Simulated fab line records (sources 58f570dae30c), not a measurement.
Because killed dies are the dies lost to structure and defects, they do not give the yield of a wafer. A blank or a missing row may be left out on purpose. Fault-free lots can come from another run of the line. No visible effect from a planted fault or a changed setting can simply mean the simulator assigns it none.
Comparing a struck lot with a sound one || flow berkeley cmos170 || 15 steps out of a route of 331
Sound: wafers L973.1, L973.2, L973.4. Wafers struck: L980.1, L980.2, L980.5. Last of all comes the cause.
For every step that has rows: the tool of each side, followed by ch and its chambers, followed by its first start. Under that, the readings that differ: sound wafers || struck wafers || difference of the means || sigmas: that difference in standard deviations of wafers without a fault.
alike: words and numbers the same on both sides, and readings whose means are apart by under 2 such deviations; not compared: readings that were withheld, readings missing a value for some wafer, numbers with overlapping values and no deviation given by the record, and bounds like >300 which may hide the same value.
A row with sigmas, a row that says differs or no value, or rows on one side alone: a step with any of these is where the two part. When numbers do not overlap yet have no deviation, they are printed without sigmas and do not part them. A reading that every wafer of one side lacks parts them only if that side has two wafers or more.

first, 1 step without rows for these wafers: UCB170_PWELL_DEVELOP_12 (develop time 45 s).
UCB170_PWELL_OVL_MEAS_13:
  struck on overlay-01, day 6 10:14; sound on overlay-01, day 4 18:07
  alike: PWELL_OVL
UCB170_PWELL_ETCH_14: etches Si3N4 in CH3F/Ar/O2, stops on SiO2, target depth 242 nm, time 151 s.
  sound on rie diel-04 ch 1,2, day 4 18:10; struck on rie diel-04 ch 1,3, day 6 10:16
  alike: drypump motor current A, oes product au, throttle valve pct
  not compared: rf hours counter h
then, 1 step without rows for these wafers: UCB170_PWELL_IMPLANT_15.
UCB170_PWELL_STRIP_16: strips in O2.
  sound on plasma asher-03 ch 0,1, day 4 18:25; struck on plasma asher-03 ch 0,1, day 6 10:31
  alike: drypump motor current A, oes product au, strip time to endpoint s
  not compared: rf hours counter h
UCB170_PWELL_TW_MEAS_17:
  struck on film metro-01, day 6 10:37; sound on film metro-04, day 4 18:31
  alike: PWELL_TW
then, 5 steps without rows for these wafers: UCB170_PWELL_CLEAN_18 (cleans in SPM, time 600 s); UCB170_PWELL_WET_ETCH_19 (etches Si3N4 in H3PO4, time 14400 s); UCB170_PWELL_WET_ETCH_20 (etches SiO2 in BOE, time 22 s); UCB170_WELLDRIVE_CLEAN_00 (cleans in SPM, time 600 s); UCB170_WELLDRIVE_OXIDATION_01 (target thk 199 nm, ox time 9000 s).
UCB170_WELLDRIVE_THK_MEAS_02:
  struck on film metro-02, day 6 23:02; sound on film metro-03, day 5 08:28
  alike: WELLDRIVE_OXIDE_THK
UCB170_WELLDRIVE_ANNEAL_03: time 900 s.
  sound on furnace-04 ch 0, day 5 12:49; struck on furnace-04 ch 0, day 7 01:38
{"reading": "spike tc centre C (C)", "sound": "1102.2 1101.2 1101.4", "struck": "1064.7 1062.4 1060.9", "difference": -38.9, "sigmas": -32}
{"reading": "spike tc load C (C)", "sound": "1125.3 1123.9 1123.7", "struck": "1082.9 1083.8 1085.1", "difference": -40.4, "sigmas": -17}
{"reading": "spike tc source C (C)", "sound": "1123.6 1123.1 1123.4", "struck": "1082.5 1083.5 1083.0", "difference": -40.4, "sigmas": -19}
then, 1 step without rows for these wafers: UCB170_WELLDRIVE_WET_ETCH_04 (etches SiO2 in BOE, time 120 s).
-- the record jumps here: 5 days lie between the struck wafers' starts before and after (it left off in module WELLDRIVE and takes up again in module M3, whose first step shown is number 331 of the route) --
UCB170_M3_PROBE_99:
  struck on prober-02, day 12 02:28; sound on prober-01, day 10 13:41
{"reading": "model.etest.nwell pinched.rs ohm sq", "sound": "1282 1279 1271", "struck": "1310 1330 1315", "difference": "+41", "sigmas": ""}
{"reading": "model.etest.nwell.width nm (nm)", "sound": "2362 2367 2370", "struck": "2386 2395 2387", "difference": "+23", "sigmas": ""}
{"reading": "model.etest.diode pplus comb.cj ff um2", "sound": "1.099 1.102 1.097", "struck": "1.113 1.113 1.116", "difference": "+0.015", "sigmas": ""}

## WHERE THEY PART
Only at UCB170_WELLDRIVE_ANNEAL_03, within this record.

WHY: what had been put in by the simulator
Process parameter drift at UCB170_WELLDRIVE_ANNEAL_03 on furnace-04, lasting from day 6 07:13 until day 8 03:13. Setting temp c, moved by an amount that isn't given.
